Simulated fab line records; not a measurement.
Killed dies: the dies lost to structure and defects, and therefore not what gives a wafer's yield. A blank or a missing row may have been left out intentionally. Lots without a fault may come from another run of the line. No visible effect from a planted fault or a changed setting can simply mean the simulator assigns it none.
What tool caused it? :: flow berkeley_cmos170 :: Sampling: 14 lots, 38 wafers, 5 of 331 route steps

== WHAT THE GAUGES SHOWED, per wafer ==
UCB170_PLDD_OVL_MEAS_07.
lot: L430
measured: day 5 21:50
on: overlay-01
PLDD_OVL (nm): 12 13 14

lot: L431
measured: day 5 22:04
on: overlay-02
PLDD_OVL (nm): 12 16 17

lot: L435
measured: day 6 20:21
on: overlay-01
PLDD_OVL (nm): 5 -3 -1

lot: L434
measured: day 6 20:58
on: overlay-02
PLDD_OVL (nm): 6 4 2

lot: L436
measured: day 7 09:10
on: overlay-02
PLDD_OVL (nm): 9

lot: L439
measured: day 7 23:40
on: overlay-01
PLDD_OVL (nm): 2 9 0

lot: L438
measured: day 8 00:21
on: overlay-02
PLDD_OVL (nm): 0

lot: L442
measured: day 8 14:58
on: overlay-02
PLDD_OVL (nm): 7 11 7

lot: L446
measured: day 9 08:35
on: overlay-01
PLDD_OVL (nm): 6 13 11

lot: L449
measured: day 10 01:52
on: overlay-02
PLDD_OVL (nm): 4 5 5

lot: L448
measured: day 10 01:58
on: overlay-01
PLDD_OVL (nm): 7 8 3

lot: L452
measured: day 10 16:48
on: overlay-01
PLDD_OVL (nm): 2 1 5

lot: L451
measured: day 10 17:04
on: overlay-02
PLDD_OVL (nm): 6 13 9

lot: L453
measured: day 10 21:10
on: overlay-02
PLDD_OVL (nm): 7 5 4

UCB170_NLDD_CD_MEAS_06 targets a cd of 1200 nm.
lot: L430
measured: day 5 23:39
on: cd_sem-02
cd_nm (nm): 1199.0 1199.6 1200.5

lot: L431
measured: day 5 23:53
on: cd_sem-01
cd_nm (nm): 1199.4 1199.6 1200.2

lot: L435
measured: day 6 22:23
on: cd_sem-01
cd_nm (nm): 1201.1 1201.4 1202.4

lot: L434
measured: day 6 22:49
on: cd_sem-01
cd_nm (nm): 1199.5 1200.2 1200.8

lot: L436
measured: day 7 11:04
on: cd_sem-01
cd_nm (nm): 1201.5

lot: L439
measured: day 8 01:14
on: cd_sem-01
cd_nm (nm): 1200.9 1201.4 1200.4

lot: L438
measured: day 8 02:17
on: cd_sem-01
cd_nm (nm): 1201.5

lot: L442
measured: day 8 16:55
on: cd_sem-01
cd_nm (nm): 1199.2 1200.3 1201.0

lot: L446
measured: day 9 11:28
on: cd_sem-01
cd_nm (nm): 1199.9 1199.1 1198.6

lot: L449
measured: day 10 03:42
on: cd_sem-01
cd_nm (nm): 1200.1 1201.3 1200.2

lot: L448
measured: day 10 04:23
on: cd_sem-02
cd_nm (nm): 1201.1 1198.9 1199.0

lot: L452
measured: day 10 18:28
on: cd_sem-01
cd_nm (nm): 1200.3 1199.9 1200.5

lot: L451
measured: day 10 18:49
on: cd_sem-01
cd_nm (nm): 1201.0 1200.6 1200.6

lot: L453
measured: day 11 00:24
on: cd_sem-01
cd_nm (nm): 1199.1 1199.9 1199.8

UCB170_SILICIDE_RS_MEAS_02: uses a four-point probe to measure.
lot: L430
measured: day 6 13:05
on: film_metro-04
SILICIDE_TI_RS (ohm/sq): 26.8 26.4 26.7

lot: L431
measured: day 6 13:02
on: film_metro-01
SILICIDE_TI_RS (ohm/sq): 26.4 26.8 26.6

lot: L435
measured: day 7 10:58
on: film_metro-01
SILICIDE_TI_RS (ohm/sq): 26.2 25.8 25.9

lot: L434
measured: day 7 10:44
on: film_metro-01
SILICIDE_TI_RS (ohm/sq): 26.6 26.2 26.5

lot: L436
measured: day 7 22:07
on: film_metro-04
SILICIDE_TI_RS (ohm/sq): 32.7 33.1

lot: L439
measured: day 8 11:15
on: film_metro-01
SILICIDE_TI_RS (ohm/sq): 26.5 25.9 26.1

lot: L438
measured: day 8 13:49
on: film_metro-01
SILICIDE_TI_RS (ohm/sq): 33.0 33.4

lot: L442
measured: day 9 04:10
on: film_metro-04
SILICIDE_TI_RS (ohm/sq): 26.5 26.2 26.2

lot: L446
measured: day 10 00:08
on: film_metro-03
SILICIDE_TI_RS (ohm/sq): 25.7 25.9 25.7

lot: L449
measured: day 10 17:25
on: film_metro-04
SILICIDE_TI_RS (ohm/sq): 25.6 25.7 25.6

lot: L448
measured: day 10 17:15
on: film_metro-01
SILICIDE_TI_RS (ohm/sq): 26.9 26.3 26.9

lot: L452
measured: day 11 06:15
on: film_metro-04
SILICIDE_TI_RS (ohm/sq): 26.2 26.3 26.3

lot: L451
measured: day 11 06:02
on: film_metro-01
SILICIDE_TI_RS (ohm/sq): 26.9 26.8 26.5

lot: L453
measured: day 11 10:04
on: film_metro-01
SILICIDE_TI_RS (ohm/sq): 26.7 26.8 27.4

UCB170_SILICIDE_THK_MEAS_03: measures by xrf.
lot: L430
measured: day 6 13:11
on: film_metro-04
SILICIDE_TI_THK (nm): 29.2 29.6 29.4

lot: L431
measured: day 6 13:10
on: film_metro-01
SILICIDE_TI_THK (nm): 29.7 29.2 29.4

lot: L435
measured: day 7 11:04
on: film_metro-01
SILICIDE_TI_THK (nm): 30.1 30.5 30.4

lot: L434
measured: day 7 10:50
on: film_metro-01
SILICIDE_TI_THK (nm): 29.9 30.1 30.0

lot: L436
measured: day 8 06:16
on: film_metro-04
SILICIDE_TI_THK (nm): 24.9 24.8

lot: L439
measured: day 8 11:22
on: film_metro-01
SILICIDE_TI_THK (nm): 29.7 30.2 30.1

lot: L438
measured: day 8 18:16
on: film_metro-01
SILICIDE_TI_THK (nm): 24.6 24.7

lot: L442
measured: day 9 04:17
on: film_metro-04
SILICIDE_TI_THK (nm): 29.7 29.8 29.9

lot: L446
measured: day 10 00:15
on: film_metro-03
SILICIDE_TI_THK (nm): 30.6 30.3 30.6

lot: L449
measured: day 10 17:32
on: film_metro-04
SILICIDE_TI_THK (nm): 30.5 30.4 30.5

lot: L448
measured: day 10 17:21
on: film_metro-01
SILICIDE_TI_THK (nm): 29.2 29.8 29.2

lot: L452
measured: day 11 06:22
on: film_metro-04
SILICIDE_TI_THK (nm): 30.0 29.8 29.9

lot: L451
measured: day 11 06:10
on: film_metro-01
SILICIDE_TI_THK (nm): 29.2 29.2 29.5

lot: L453
measured: day 11 10:11
on: film_metro-01
SILICIDE_TI_THK (nm): 29.4 29.2 28.7

== WHAT TOOL EACH LOT RAN ON (gives the tool, then ch and the chambers of the sampled wafers, and finally the start) ==
lot: L430
UCB170_SILICIDE_SPUTTER_01: pvd_sputter-02, day 6 13:01

lot: L431
UCB170_SILICIDE_SPUTTER_01: pvd_sputter-01, day 6 13:01

lot: L435
UCB170_SILICIDE_SPUTTER_01: pvd_sputter-01, day 7 10:53

lot: L434
UCB170_SILICIDE_SPUTTER_01: pvd_sputter-02, day 7 10:29

lot: L436
UCB170_SILICIDE_SPUTTER_01: pvd_sputter-02, day 7 22:02

lot: L439
UCB170_SILICIDE_SPUTTER_01: pvd_sputter-04, day 8 11:12

lot: L438
UCB170_SILICIDE_SPUTTER_01: pvd_sputter-02, day 8 13:44

lot: L442
UCB170_SILICIDE_SPUTTER_01: pvd_sputter-04, day 9 04:08

lot: L446
UCB170_SILICIDE_SPUTTER_01: pvd_sputter-04, day 10 00:05

lot: L449
UCB170_SILICIDE_SPUTTER_01: pvd_sputter-04, day 10 17:23

lot: L448
UCB170_SILICIDE_SPUTTER_01: pvd_sputter-01, day 10 17:11

lot: L452
UCB170_SILICIDE_SPUTTER_01: pvd_sputter-02, day 11 06:12

lot: L451
UCB170_SILICIDE_SPUTTER_01: pvd_sputter-04, day 11 06:01

lot: L453
UCB170_SILICIDE_SPUTTER_01: pvd_sputter-01, day 11 10:01
- UCB170_SILICIDE_SPUTTER_01: material Ti, target thk 30 nm, time 25 s.

== AS READ BY THE TOOLS THEMSELVES (means over the sampled wafers that have a number; for cases with no such wafer, the mark the record gives instead) ==
UCB170_SILICIDE_SPUTTER_01.
lot: L430
tool: pvd_sputter-02
throttle_valve_pct (%): 30.3

lot: L431
tool: pvd_sputter-01
throttle_valve_pct (%): 30.4

lot: L435
tool: pvd_sputter-01
throttle_valve_pct (%): 29.3

lot: L434
tool: pvd_sputter-02
throttle_valve_pct (%): 30.4

lot: L436
tool: pvd_sputter-02
throttle_valve_pct (%): 30.5

lot: L439
tool: pvd_sputter-04
throttle_valve_pct (%): 29.1

lot: L438
tool: pvd_sputter-02
throttle_valve_pct (%): 30.8

lot: L442
tool: pvd_sputter-04
throttle_valve_pct (%): 29.5

lot: L446
tool: pvd_sputter-04
throttle_valve_pct (%): 29.1

lot: L449
tool: pvd_sputter-04
throttle_valve_pct (%): 29.7

lot: L448
tool: pvd_sputter-01
throttle_valve_pct (%): 30.0

lot: L452
tool: pvd_sputter-02
throttle_valve_pct (%): 30.2

lot: L451
tool: pvd_sputter-04
throttle_valve_pct (%): 29.7

lot: L453
tool: pvd_sputter-01
throttle_valve_pct (%): 29.4

== THE ANSWER, worked out from the rows above alone ==
Rule: the usual values come from the lots themselves. Put in order of their means at a reading, lots are off if they are a third of the lots or fewer, leave a main group of 4 or more, and stand apart from it by a gap of 3 or more times the standard deviation of the main group's means; of several such gaps the widest counts. Not used: any main group whose means are identical at the precision the tables above print for the reading. A lot without any number at a reading at which 4 lots or more have one is off too. The other lots that the step has rows for count as sound. Order of review: gauges by route order, followed by the tools' own readings, for which a lot's mean as printed above is used. At the first step where some lot is off, the reading lying furthest off is the one used; lots without a number count as furthest.
Off: L436, L438, seen at UCB170_SILICIDE_RS_MEAS_02 (SILICIDE_TI_RS). Mean 26.3 ohm/sq and standard deviation 0.39 in the main group.
If a tool, at a process step before that reading, ran all the lots that are off and no sound lot after the first of them, it fits. The gauges at UCB170_SILICIDE_RS_MEAS_02 are tried like those tools. Of those tried, none fits.

== WHAT THE SIMULATOR HAD PUT IN ==
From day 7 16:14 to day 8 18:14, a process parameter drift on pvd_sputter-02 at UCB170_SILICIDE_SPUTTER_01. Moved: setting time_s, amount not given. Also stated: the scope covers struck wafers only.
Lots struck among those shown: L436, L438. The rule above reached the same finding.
